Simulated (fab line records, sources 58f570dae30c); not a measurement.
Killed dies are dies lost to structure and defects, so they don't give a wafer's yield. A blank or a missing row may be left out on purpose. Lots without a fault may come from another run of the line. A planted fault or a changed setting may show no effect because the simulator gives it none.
fab line records | flow berkeley_cmos170
record lots=6 wafers=18 last_day=11
route steps=331 shown M1@238
lots that met no fault: from a run of the same line without faults
start_h: hours from the record's first day to the start of the lot's first wafer shown | wait_h: hours since the lot's step before | " the same as in the row above | L1.1+2: a row that stands for several wafers | - no value, or no start given | * or withheld: withheld | < > ~ a bound
route shown NAME@n: a module of which the file shows steps, and the number in the route of the first | usual: mean/standard deviation of fault-free wafers | same: alike in all rows | chamber/n: place in a boat | sites: the reading at each site | _std_site: their standard deviation | _edge_site: outer sites' mean less inner sites' | radius_mm: how far each site lies from the wafer's centre | mask NAME#n: copy n | behind: the tool/chamber that last shaped the wafer | hold: why the lot was held/for how many hours/how that ended | device: the transistor (n, p or np) that didn't switch | end of line: the same wafers' tests at the end of the route | a step without rows: its recipe alone | killed: dies lost to structure and defects at the first sort, not the wafer's yield | map: a wafer's dies, x killed, . not, _ none there
set.NAME: the setting as run; set.NAME@STEP: as run at that earlier step | model.NAME: the simulator's own value behind a step, which no gauge read
lots at some steps of the route; a table a step, a row a wafer
services: from which hour (start_h, from the record's first day; less than 0 if before it) a tool's chamber was out of use, for how many hours, and why
## steps
# step UCB170_M1_SPUTTER_00
# recipe material=Al target_thk_nm=600 time_s=80 power_w=6000 chamber_pressure_pa=0.5
# usual throttle_valve_pct=29.9/1.2
# columns lot.wafer tool chamber start_h wait_h throttle_valve_pct
L425.3 pvd_sputter-04 - 164.56 0.0 28.2
L425.4 " - " " 30.9
L425.6 " - " " 28.6
L428.1 pvd_sputter-02 - 182.94 0.0 28.0
L428.3 " - " " 30.3
L428.6 " - " " 30.4
L430.3 pvd_sputter-01 - 192.17 0.0 28.5
L430.5 " - " " 29.0
L430.6 " - " " 28.9
L435.1 pvd_sputter-02 - 208.16 0.0 30.0
L435.2 " - " " 28.0
L435.3 " - " " 30.5
L442.1 pvd_sputter-01 - 239.83 0.0 29.3
L442.2 " - " " 28.6
L442.3 " - " " 28.9
L443.3 pvd_sputter-01 - 241.61 0.0 29.2
L443.4 " - " " 29.0
L443.6 " - " " 29.4
# step UCB170_M1_RS_MEAS_01
# recipe thk_meas_gauge=four-point-probe reads=Al_of_M1_SPUTTER_00
# usual M1_AL_RS=0.0486/0.00051
# columns lot.wafer tool chamber start_h wait_h M1_AL_RS[ohm/sq]
L425.3 film_metro-02 - 164.66 0.1 0.0487
L425.4 " - " " 0.0485
L425.6 " - " " 0.0488
L428.1 film_metro-01 - 183.00 0.0 0.0491
L428.3 " - " " 0.0486
L428.6 " - " " 0.0484
L430.3 film_metro-02 - 192.27 0.1 0.0486
L430.5 " - " " 0.0489
L430.6 " - " " 0.0488
L435.1 film_metro-04 - 208.22 0.0 0.0488
L435.2 " - " " 0.0492
L435.3 " - " " 0.0493
L442.1 film_metro-02 - 239.89 0.0 0.0484
L442.2 " - " " 0.0479
L442.3 " - " " 0.0479
L443.3 film_metro-01 - 241.72 0.1 0.0493
L443.4 " - " " 0.0488
L443.6 " - " " 0.0491
# step UCB170_M1_THK_MEAS_02
# recipe thk_meas_gauge=xrf reads=Al_of_M1_SPUTTER_00
# usual M1_AL_THK=592/6.1
# columns lot.wafer tool chamber start_h wait_h M1_AL_THK[nm]
L425.3 film_metro-02 - 164.76 0.1 589
L425.4 " - " " 590
L425.6 " - " " 588
L428.1 film_metro-01 - 183.12 0.1 589
L428.3 " - " " 594
L428.6 " - " " 597
L430.3 film_metro-02 - 192.37 0.1 591
L430.5 " - " " 586
L430.6 " - " " 587
L435.1 film_metro-04 - 208.34 0.1 592
L435.2 " - " " 590
L435.3 " - " " 591
L442.1 film_metro-02 - 240.01 0.1 591
L442.2 " - " " 596
L442.3 " - " " 600
L443.3 film_metro-01 - 241.82 0.1 587
L443.4 " - " " 589
L443.6 " - " " 588
# step UCB170_M1_COAT_03
# recipe resist=BARC temp_c=withheld time_s=withheld spin_rpm=3000 resist_thk_nm=withheld
# step UCB170_M1_COAT_04
# recipe resist=KrF spin_rpm=1500 resist_thk_nm=900
# step UCB170_M1_SOFTBAKE_05
# recipe resist=KrF temp_c=130 time_s=60
# step UCB170_M1_EXPOSE_06
# recipe mask_id=METAL1 target_cd_nm=700 na=0.5 sigma_outer=0.6 source_shape=conventional dose_mj=21
# step UCB170_M1_PEB_07
# recipe peb_temp_c=130 peb_time_s=withheld resist=KrF
# step UCB170_M1_DEVELOP_08
# recipe developer=TMAH develop_time_s=45 resist=KrF dev_temp_c=21
# step UCB170_M1_CD_MEAS_09
# recipe target_cd_nm=700
# usual cd_nm=700.3/1.4
# columns lot.wafer tool chamber start_h wait_h cd_nm
L425.3 cd_sem-02 - 165.89 - 701.2
L425.4 " - " " 700.1
L425.6 " - " " 700.2
L428.1 cd_sem-02 - 185.16 - 701.9
L428.3 " - " " 702.6
L428.6 " - " " 701.3
L430.3 cd_sem-02 - 193.85 - 697.5
L430.5 " - " " 699.2
L430.6 " - " " 698.7
L435.1 cd_sem-01 - 210.84 - 700.7
L435.2 " - " " 701.3
L435.3 " - " " 700.9
L442.1 cd_sem-01 - 240.91 - 700.2
L442.2 " - " " 699.8
L442.3 " - " " 701.0
L443.3 cd_sem-01 - 243.03 - 699.4
L443.4 " - " " 698.6
L443.6 " - " " 698.9
# step UCB170_M1_OVL_MEAS_10
# usual M1_OVL=-4/5.9
# columns lot.wafer tool chamber start_h wait_h M1_OVL[nm]
L425.3 overlay-01 - 165.99 0.1 -12
L425.4 " - " " -3
L425.6 " - " " -4
L428.1 overlay-02 - 185.28 0.1 -2
L428.3 " - " " 1
L428.6 " - " " -6
L430.3 overlay-02 - 193.97 0.1 -13
L430.5 " - " " -5
L430.6 " - " " -14
L435.1 overlay-01 - 210.96 0.1 -5
L435.2 " - " " -4
L435.3 " - " " -2
L442.1 overlay-02 - 241.03 0.1 -3
L442.2 " - " " 0
L442.3 " - " " 2
L443.3 overlay-02 - 243.12 0.1 -6
L443.4 " - " " -5
L443.6 " - " " -6
# step UCB170_M1_ETCH_11
# recipe chemistry=N2/H2 target_depth_a=withheld overetch_a=withheld target=BARC time_s=withheld source_w=500 bias_w=100 pressure_mtorr=30 n2_flow_sccm=100 h2_flow_sccm=200
# usual drypump_motor_current_A=6.0/0.55 oes_product_au=1.010/0.015 rf_fwd_power_W=494.9/2.1 throttle_valve_pct=13.26/0.18
# columns lot.wafer tool chamber start_h wait_h drypump_motor_current_A oes_product_au rf_fwd_power_W throttle_valve_pct
L425.3 rie_diel-01 3 166.01 0.0 6.2 1.007 493.8 13.33
L425.4 " 0 " " 6.7 0.981 495.5 13.53
L425.6 " 0 " " 6.7 0.988 495.1 13.54
L428.1 rie_diel-03 1 185.32 0.0 5.8 0.996 494.1 13.34
L428.3 " 0 " " 5.9 1.015 493.5 13.34
L428.6 " 0 " " 5.9 1.008 493.4 13.34
L430.3 rie_diel-03 1 193.99 0.0 5.7 1.001 492.4 13.34
L430.5 " 1 " " 5.7 0.992 490.8 13.34
L430.6 " 2 " " 5.6 1.012 494.7 13.28
L435.1 rie_diel-03 3 210.99 0.0 6.1 1.045 495.6 13.44
L435.2 " 0 " " 5.9 1.026 492.8 13.33
L435.3 " 2 " " 5.6 1.011 492.9 13.29
L442.1 rie_diel-03 0 241.07 0.0 5.8 1.011 492.8 13.32
L442.2 " 1 " " 5.7 0.993 494.4 13.35
L442.3 " 2 " " 5.6 1.004 495.3 13.26
L443.3 rie_diel-04 1 243.14 0.0 5.7 1.004 495.6 13.09
L443.4 " 3 " " 6.3 0.997 495.7 13.40
L443.6 " 3 " " 6.3 0.996 493.7 13.39
# step UCB170_M1_METAL_ETCH_12
# recipe chemistry=Cl2/BCl3 target=Al stop_on=PSG pressure_mtorr=12 target_depth_a=7800 over_etch_frac=0.3 time_s=130 icp_w=600 bias_w=120 Cl2_flow_sccm=90 bcl3_flow_sccm=45
# usual drypump_motor_current_A=5.8/0.57 he_backside_leak_sccm=3.25/0.25 oes_product_au=0.853/0.015 rf_fwd_power_W=597.1/2 throttle_valve_pct=24.38/0.21
# columns lot.wafer tool chamber start_h wait_h drypump_motor_current_A he_backside_leak_sccm oes_product_au rf_fwd_power_W rf_hours_counter_h throttle_valve_pct model.KrF_of_M1_COAT_04.thk_nm model.M1.feature_depth_nm model.etch.depth_nm
L425.3 rie_metal-02 0 166.10 - 5.5 3.30 0.854 597.9 - 24.11 444.6 634.1 597.2
L425.4 " 1 " " 6.3 3.50 0.839 596.9 - 24.19 433.5 638.4 600.3
L425.6 " 0 " " 5.5 3.22 0.857 598.6 - 24.10 438.7 633.2 596.1
L428.1 rie_metal-01 1 185.36 - 5.6 3.05 0.833 596.5 10 24.39 436.6 631.1 594.1
L428.3 " 0 " " 4.8 3.22 0.881 596.8 - 24.78 430.1 636.3 598.1
L428.6 " 0 " " 4.8 3.03 0.882 600.6 - 24.76 430 639.4 601.4
L430.3 rie_metal-01 1 194.08 - 5.6 2.88 0.838 593.3 - 24.39 441.4 635.9 599.2
L430.5 " 1 " " 5.7 3.02 0.843 593.8 - 24.40 443.2 632.6 595.8
L430.6 " 0 " " 4.8 3.14 0.853 597.2 - 24.78 555.1 570.4 570.4
L435.1 rie_metal-01 0 211.03 - 4.9 2.91 0.862 600.9 1 24.77 560.2 570.3 570.3
L435.2 " 1 " " 5.7 3.08 0.831 597.7 11 24.39 447.6 629 592.3
L435.3 " 1 " " 5.7 3.07 0.831 599.2 - 24.39 448.7 627.3 590.6
L442.1 rie_metal-02 0 241.11 - 5.6 3.63 0.852 596.1 5 24.10 441.1 637.9 600.8
L442.2 " 1 " " 6.3 3.12 0.848 595.9 6 24.18 434.6 645.9 608.1
L442.3 " 1 " " 6.3 3.11 0.853 592.9 - 24.19 435 645.8 607.9
L443.3 rie_metal-02 1 243.23 - 6.3 3.13 0.840 597.7 - 24.21 431.2 629.8 591.9
L443.4 " 0 " " 5.6 3.54 0.849 600.4 - 24.10 437 632.8 595.8
L443.6 " 0 " " 5.6 3.20 0.852 599.7 - 24.11 438 630.7 593.5
# step UCB170_M1_STRIP_13
# recipe chemistry=O2 power_w=400 pressure_mtorr=3500 platen_temp_c=withheld o2_flow_sccm=400 overash_fraction=0.5
# usual drypump_motor_current_A=5.6/0.48 o2_flow_sccm=400.0/1.3 oes_product_au=0.720/0.0049
# columns lot.wafer tool chamber start_h wait_h drypump_motor_current_A o2_flow_sccm oes_product_au rf_hours_counter_h
L425.3 plasma_asher-04 1 166.22 0.1 5.9 398.2 0.720 -
L425.4 " 0 " " 6.2 400.3 0.716 -
L425.6 " 0 " " 6.2 403.9 0.720 -
L428.1 plasma_asher-03 1 185.50 0.1 5.3 399.6 0.722 45
L428.3 " 1 " " 5.4 399.7 0.716 -
L428.6 " 1 " " 5.4 401.4 0.729 -
L430.3 plasma_asher-04 1 194.20 0.1 6.0 398.8 0.717 -
L430.5 " 0 " " 6.2 396.8 0.727 -
L430.6 " 1 " " 5.9 400.1 0.727 -
L435.1 plasma_asher-01 1 211.17 0.1 6.3 399.8 0.725 51
L435.2 " 0 " " 5.1 401.7 0.723 51
L435.3 " 1 " " 6.2 400.9 0.726 -
L442.1 plasma_asher-03 1 241.24 0.1 5.4 400.7 0.729 51
L442.2 " 0 " " 5.2 401.1 0.720 51
L442.3 " 1 " " 5.3 400.9 0.722 -
L443.3 plasma_asher-04 1 243.35 0.1 6.0 397.9 0.721 -
L443.4 " 0 " " 6.2 399.4 0.728 -
L443.6 " 1 " " 6.0 397.9 0.723 -
# step UCB170_M1_CD_MEAS_90
# recipe target_cd_nm=700
# usual cd_nm=700.2/2.3
# columns lot.wafer tool chamber start_h wait_h cd_nm
L425.3 cd_sem-01 - 166.33 0.1 702.5
L425.4 " - " " 702.3
L425.6 " - " " 704.3
L428.1 cd_sem-02 - 185.60 0.1 700.1
L428.3 " - " " 702.1
L428.6 " - " " 701.5
L430.3 cd_sem-02 - 194.31 0.1 695.8
L430.5 " - " " 697.2
L430.6 " - " " 707.7
L435.1 cd_sem-02 - 211.27 0.1 710.0
L435.2 " - " " 699.6
L435.3 " - " " 700.5
L442.1 cd_sem-01 - 241.34 0.1 701.6
L442.2 " - " " 699.7
L442.3 " - " " 702.0
L443.3 cd_sem-01 - 243.46 0.1 701.2
L443.4 " - " " 701.9
L443.6 " - " " 703.2
# step UCB170_M1_ANNEAL_14
# recipe temp_c=400 time_s=1200 ambient=forming_gas
## services
# columns tool chamber start_h hours kind
rie_diel-04 - 143.42 3.1 repair
rie_metal-01 0 144.66 - clean
rie_metal-01 0 144.66 16.3 scheduled_down
rie_metal-01 0 144.66 16.3 vent_cycle
rie_diel-04 - 173.37 0.3 repair
rie_diel-03 0 189.13 8.9 repair
pvd_sputter-01 3 204.91 - consumable_replace:kit
pvd_sputter-01 3 204.91 18.0 scheduled_down
pvd_sputter-01 3 204.91 18.0 vent_cycle
rie_diel-01 0 210.72 - clean
rie_diel-01 0 210.72 19.9 scheduled_down
rie_diel-01 0 210.72 19.9 vent_cycle
plasma_asher-04 - 214.28 1.0 repair
rie_diel-04 0 215.85 - clean
rie_diel-04 0 215.85 13.0 scheduled_down
rie_diel-04 0 215.85 13.0 vent_cycle
rie_diel-01 - 223.27 15.6 pm
plasma_asher-04 - 231.52 2.8 pm
## key
first_sign step=UCB170_M1_CD_MEAS_90 reading=cd_nm direction=up sigmas=3.8 usual=700.2 struck=708.8
effect none on later readings
model_effect step=UCB170_M1_METAL_ETCH_12 value=KrF_of_M1_COAT_04.thk_nm without=439.5 struck=557.6
met_at UCB170_M1_METAL_ETCH_12
struck_wafers L430.6,L435.1
later_rows_left_out L430.6,L435.1
sort_left_out L430.6,L435.1
onset_between 185.36 194.08
fault kind=process_parameter_drift tool=rie_metal-01 chamber=0 onset_h=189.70 steps=UCB170_M1_METAL_ETCH_12 channel=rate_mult offset=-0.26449 shape=step end_h=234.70
# sort_left_out: the simulated sort isn't trusted on such a fault, so these wafers' sort isn't shown, and their yield isn't known
# later_rows_left_out: the simulator's readings of these wafers behind a module that went badly wrong aren't trusted and aren't shown, but for the sort
